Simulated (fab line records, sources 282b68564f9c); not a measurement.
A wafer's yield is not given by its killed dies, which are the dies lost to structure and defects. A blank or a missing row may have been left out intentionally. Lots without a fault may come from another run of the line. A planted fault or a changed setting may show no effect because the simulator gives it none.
Which tool is to blame? ; flow rit cmos ; Sampling: 13 lots, 39 wafers, 3 of 202 route steps

## WHAT EACH GAUGE READ, for each wafer
RIT_CONTACT_CD_MEAS_08: the cd target is 1000 nm. Usual: cd nm at 999.8 nm, with a standard deviation of 2.4.
lot;measured;on;cd nm (nm);flag
L610;day 3 18:46;cd sem-01;999.9 1002.3 1002.4;
L614;day 4 10:08;cd sem-02;995.7 997.9 998.9;
L615;day 4 10:36;cd sem-01;999.1 998.6 1000.0;
L619;day 5 03:43;cd sem-02;1152.5 1153.4 1150.4;OFF
L621;day 5 20:43;cd sem-02;996.7 1000.0 998.9;
L624;day 6 09:37;cd sem-01;1001.0 1003.2 1001.2;
L626;day 6 21:14;cd sem-01;1002.1 1004.0 1003.1;
L627;day 6 23:44;cd sem-01;1000.4 999.8 998.6;
L628;day 7 06:56;cd sem-01;999.4 1002.9 1000.5;
L629;day 7 08:01;cd sem-01;1002.1 1003.5 1004.7;
L631;day 7 18:37;cd sem-01;1005.2 1002.6 1004.3;
L632;day 7 23:17;cd sem-01;999.1 998.5 1001.5;
L633;day 8 04:49;cd sem-01;998.3 999.9 999.4;

## TOOL THAT RAN EACH LOT (tool first, then ch and the chambers of the sampled wafers, then the start)
lot;RIT_SILICIDE_RTA_04;RIT_CONTACT_EXPOSE_05
L610;rtp anneal-02 ch 0, day 3 17:17;iline stepper-02 ch 0, day 3 18:15
L614;rtp anneal-01 ch 0, day 4 08:41;iline stepper-01 ch 0, day 4 09:32
L615;rtp anneal-01 ch 0, day 4 09:09;iline stepper-02 ch 0, day 4 10:05
L619;rtp anneal-02 ch 0, day 5 02:28;iline stepper-02 ch 0, day 5 03:12
L621;rtp anneal-01 ch 0, day 5 19:28;iline stepper-01 ch 0, day 5 20:12
L624;rtp anneal-02 ch 0, day 6 08:22;iline stepper-01 ch 0, day 6 09:07
L626;rtp anneal-02 ch 0, day 6 19:50;iline stepper-01 ch 0, day 6 20:43
L627;rtp anneal-01 ch 0, day 6 22:22;iline stepper-02 ch 0, day 6 23:14
L628;rtp anneal-02 ch 0, day 7 05:41;iline stepper-02 ch 0, day 7 06:26
L629;rtp anneal-01 ch 0, day 7 06:42;iline stepper-02 ch 0, day 7 07:29
L631;rtp anneal-01 ch 0, day 7 17:14;iline stepper-01 ch 0, day 7 18:06
L632;rtp anneal-02 ch 0, day 7 21:49;iline stepper-02 ch 0, day 7 22:46
L633;rtp anneal-01 ch 0, day 8 03:34;iline stepper-02 ch 0, day 8 04:18
- RIT_SILICIDE_RTA_04: time 10 s, ramp up 5 s, ramp down 5 s.
- RIT_CONTACT_EXPOSE_05: exposes mask M11, target cd 1000 nm.

## AS READ BY THE TOOLS THEMSELVES (means over the sampled wafers that have a number; for cases with no such wafer, the mark the record gives instead)
RIT_SILICIDE_RTA_04. Usual: chamber o2 ppm 2.002, standard deviation 0.021; wafer_temp_C_max 653.2, standard deviation 0.61.
lot;tool;chamber o2 ppm;wafer_temp_C_max;flag
L610;rtp anneal-02;1.989;652.7;
L614;rtp anneal-01;1.994;653.3;
L615;rtp anneal-01;1.983;652.8;
L619;rtp anneal-02;1.995;654.3;
L621;rtp anneal-01;2.016;652.9;
L624;rtp anneal-02;2.005;653.7;
L626;rtp anneal-02;1.971;653.4;
L627;rtp anneal-01;1.992;653.1;
L628;rtp anneal-02;2.029;653.1;
L629;rtp anneal-01;1.998;653.4;
L631;rtp anneal-01;2.013;653.6;
L632;rtp anneal-02;1.995;653.1;
L633;rtp anneal-01;2.005;653.2;

## THE ANSWER, worked out from the rows above alone
Rule: lot off if the mean of its wafers having a number is beyond 3 standard deviations from the usual mean. A lot without any number at a reading at which 4 lots or more have one is off too. All remaining lots with rows at the step are treated as sound. Order of review: gauges by route order, followed by the tools' own readings, for which a lot's mean as printed above is used. At the first step where some lot is off, the reading lying furthest off is the one used; lots without a number count as furthest.
Off: L619 (RIT_CONTACT_CD_MEAS_08, cd nm).
A tool fits if, at a process step before that reading, it ran every lot that is off, and no sound lot after the first of them. The gauges at RIT_CONTACT_CD_MEAS_08 are tried like those tools. No candidate that was tried fits.

## WHAT THE SIMULATOR HAD INSERTED
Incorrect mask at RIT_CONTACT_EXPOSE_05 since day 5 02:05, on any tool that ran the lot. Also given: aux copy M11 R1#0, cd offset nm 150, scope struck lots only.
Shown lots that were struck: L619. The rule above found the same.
